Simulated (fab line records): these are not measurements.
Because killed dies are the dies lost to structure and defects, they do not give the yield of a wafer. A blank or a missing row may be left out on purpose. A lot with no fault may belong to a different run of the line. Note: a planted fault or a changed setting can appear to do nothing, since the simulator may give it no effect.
Problem report, 8D (eight disciplines) form, completed by code -- flow rit-cmos -- the parts of the form that need people (team, actions taken, sign-off) are left out

1. PROBLEM STATEMENT
FOX2_OXIDE_THK at RIT_FOX2_THK_MEAS_01 reads a mean of 426 nm on 6 wafers of 2 lots; wafers without a fault read 350 nm with a standard deviation of 6.8. Relative to the usual mean, that is a shift of +11 standard deviations.
First seen on wafer L758.2, day 5 03:53, on film-metro-01. The record has a number at this step for 42 wafers belonging to 14 lots. By rule, "out" or "out of limits" means more than 4 standard deviations away from the usual mean. Any other wafer with a number is counted as sound.

2. WHAT IT IS, WHAT IT ISN'T
question,is,is not
which readings at this step,FOX2_OXIDE_THK,-
which lots,"L758, L759","L742, L743, L744, L746, L747, L748, L749, L750, L762, L763, L764, L765"
which wafers of those lots,all that have a number,-
read on which gauges,"film-metro-01, film-metro-04",film-metro-03
when,from day 5 03:53,"up to then (24 sound wafers); but 12 sound wafers of L762, L763, L764, L765 came after"

3. THE SUSPECTS, EACH WITH WHAT RULES IT OUT
Counting: a tool stays on the suspect list if, at a process step up to the reading, it processed all lots that are out and no sound lot following the first of them.
- ruled out: the gauge at RIT_FOX2_THK_MEAS_01. The wafers that are out were read on 2 gauges (film-metro-01, film-metro-04).
- furnace-01 at RIT_FOX2_OXIDATION_00 (target thk 350.7 nm, ox time 1130 s): kept. All lots that are out passed through it, beginning with L758 at day 5 02:34, and no sound lot followed; its final sound lot before that point was L749 at day 3 05:55. Its own readings are out on those wafers: spike-tc-centre-C, spike-tc-load-C, spike-tc-source-C, tube-center-temp-C, tube_center_temp_C_max.
The count leaves furnace-01 at RIT_FOX2_OXIDATION_00.

4. THE CAUSE (what the simulator had put in)
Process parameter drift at RIT_FOX2_OXIDATION_00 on furnace-01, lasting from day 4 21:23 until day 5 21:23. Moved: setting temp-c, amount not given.
Counting left only this tool.

5. THE EFFECT CHAIN, in route order
Rows list readings where the struck wafers' mean (over those with a number) sits beyond 3 standard deviations from the usual. Scope: only readings with a usual standard deviation given in the record; hours: median across lots of the time from each lot's start at the first step in this table that gives one to its start at this step; sigmas: change in usual standard deviations.
hours,step,reading,usual,on struck wafers,change,sigmas
0,RIT_FOX2_OXIDATION_00,spike-tc-centre-C,1103.0 C,1154.7,+51.7,+30
0,RIT_FOX2_OXIDATION_00,spike-tc-load-C,1126.8 C,1178.4,+51.6,+47
0,RIT_FOX2_OXIDATION_00,spike-tc-source-C,1126.4 C,1177.8,+51.4,+40
0,RIT_FOX2_OXIDATION_00,tube-center-temp-C,1100 C,1151,+51,+99 or more
0,RIT_FOX2_OXIDATION_00,tube_center_temp_C_max,1102.9,1153.7,+50.8,+99 or more
1,RIT_FOX2_THK_MEAS_01,FOX2_OXIDE_THK,350 nm,426,+76,+11
2,RIT_FOX2_THK_MEAS_90,FIELD_OXIDE_LEFT_1_THK,324 nm,400,+76,+11
15,RIT_FOX2_THK_MEAS_91,FIELD_OXIDE_LEFT_2_THK,255 nm,331,+76,+11
Process steps it contains:
- RIT_FOX2_OXIDATION_00: target thk 350.7 nm, ox time 1130 s.

6. WHAT WOULD HAVE CAUGHT IT SOONER
The first out-of-limits reading at a measuring or inspecting step in this record came at day 5 03:53, 6 hours after the fault's start at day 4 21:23.
The tool's own readings at RIT_FOX2_OXIDATION_00 were out on every struck wafer that the step has a row for (spike-tc-centre-C, spike-tc-load-C, spike-tc-source-C, tube-center-temp-C, tube_center_temp_C_max): an alarm limit on them would have fired on the first of those.
Of the lots that are out (2), L759 began RIT_FOX2_OXIDATION_00 on furnace-01 after day 5 03:53. Holding the tool at that time would have saved it.
